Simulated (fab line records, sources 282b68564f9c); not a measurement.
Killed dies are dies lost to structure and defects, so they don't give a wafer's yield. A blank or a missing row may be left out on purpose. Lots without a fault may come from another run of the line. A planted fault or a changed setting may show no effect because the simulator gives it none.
Which tool did it? | flow rit_cmos | 7 lots, 21 wafers sampled, at 2 steps of a route of 202

WHAT THE GAUGES READ, wafer by wafer
RIT_SDANNEAL_RS_MEAS_04: measures by four-point-probe.
lot  | measured    | on            | PSD_RS (ohm/sq)
L362 | day 3 07:11 | film_metro-01 | 115.1 115.0 114.7
L364 | day 3 18:52 | film_metro-01 | 115.5 115.4 115.4
L368 | day 4 11:35 | film_metro-02 | 116.0 115.6 115.7
L370 | day 4 23:49 | film_metro-03 | 115.7 115.4 115.7
L377 | day 6 09:47 | film_metro-03 | 115.7 116.0 115.6
L380 | day 7 02:01 | film_metro-03 | 144.8 145.0 145.4
L383 | day 7 21:05 | film_metro-01 | 115.5 116.0 115.9

WHICH TOOL RAN EACH LOT (tool, then ch and the chambers of the sampled wafers, then the start)
lot  | RIT_SDANNEAL_RTA_03
L362 | rtp_anneal-02 ch 0, day 3 07:08
L364 | rtp_anneal-02 ch 0, day 3 18:47
L368 | rtp_anneal-02 ch 0, day 4 11:31
L370 | rtp_anneal-02 ch 0, day 4 23:44
L377 | rtp_anneal-01 ch 0, day 6 09:43
L380 | rtp_anneal-02 ch 0, day 7 01:58
L383 | rtp_anneal-01 ch 0, day 7 21:01
- RIT_SDANNEAL_RTA_03: time 5 s.

THE ANSWER, worked out from the rows above alone
Rule: what is usual is taken from the lots themselves. Put in order of their means at a reading, lots are off if they are a third of the lots or fewer, leave a main group of 4 or more, and stand apart from it by a gap of 3 or more times the standard deviation of the main group's means; of several such gaps the widest counts. A main group whose means are all the same, to the digits that the tables above print for the reading, isn't used. A lot without any number at a reading at which 4 lots or more have one is off too. The other lots that the step has rows for count as sound.
Off: L380, at RIT_SDANNEAL_RS_MEAS_04 (PSD_RS). The main group: mean 115.5 ohm/sq, standard deviation 0.3.
A tool fits if, at a process step before that reading, it ran every lot that is off, and no sound lot after the first of them. The gauges at RIT_SDANNEAL_RS_MEAS_04 are tried like those tools. Can't be told from this: 2 tools fit, rtp_anneal-02 at RIT_SDANNEAL_RTA_03, film_metro-03 at RIT_SDANNEAL_RS_MEAS_04.

WHAT THE SIMULATOR HAD PUT IN
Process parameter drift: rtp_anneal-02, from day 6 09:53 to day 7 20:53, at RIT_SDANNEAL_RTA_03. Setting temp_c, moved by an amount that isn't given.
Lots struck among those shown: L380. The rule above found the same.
